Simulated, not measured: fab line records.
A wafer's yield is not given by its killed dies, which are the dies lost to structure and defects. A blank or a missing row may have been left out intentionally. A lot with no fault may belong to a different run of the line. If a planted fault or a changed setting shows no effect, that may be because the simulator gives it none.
Which tool is to blame? + flow berkeleyCmos170 + 7 lots (21 wafers sampled), 1 step of a 331-step route

WHAT EACH GAUGE READ, for each wafer
UCB170_CONTACT_THK_MEAS_02.
| lot  | measured     | on           | CONTACT_PSG_THK (nm) |
|------|--------------|--------------|----------------------|
| L609 | day 8 13:35  | filmMetro-02 | 710 712 702          |
| L611 | day 9 00:26  | filmMetro-02 | 699 688 692          |
| L616 | day 9 22:50  | filmMetro-02 | 710 712 709          |
| L620 | day 11 00:02 | filmMetro-03 | 702 702 700          |
| L624 | day 11 18:14 | filmMetro-04 | 695 686 693          |
| L626 | day 12 09:19 | filmMetro-02 | 701 704 703          |
| L630 | day 13 02:57 | filmMetro-02 | 702 703 703          |

WHICH TOOL RAN EACH LOT (tool, then ch and the chambers of the sampled wafers, then the start)
No process step before these readings appears in the record.

THE ANSWER, worked out from the rows above alone
Rule: the lots themselves supply what counts as usual. Put in order of their means at a reading, lots are off if they are a third of the lots or fewer, leave a main group of 4 or more, and stand apart from it by a gap of 3 or more times the standard deviation of the main group's means; of several such gaps the widest counts. The tables above print the reading to a certain number of digits; a main group whose means all agree to those digits is not used. Also off: a lot with no number at a reading for which 4 or more lots have one. All remaining lots with rows at the step are treated as sound.
No lot is off at any reading shown: from this, nothing can be told.

WHAT THE SIMULATOR HAD PUT IN
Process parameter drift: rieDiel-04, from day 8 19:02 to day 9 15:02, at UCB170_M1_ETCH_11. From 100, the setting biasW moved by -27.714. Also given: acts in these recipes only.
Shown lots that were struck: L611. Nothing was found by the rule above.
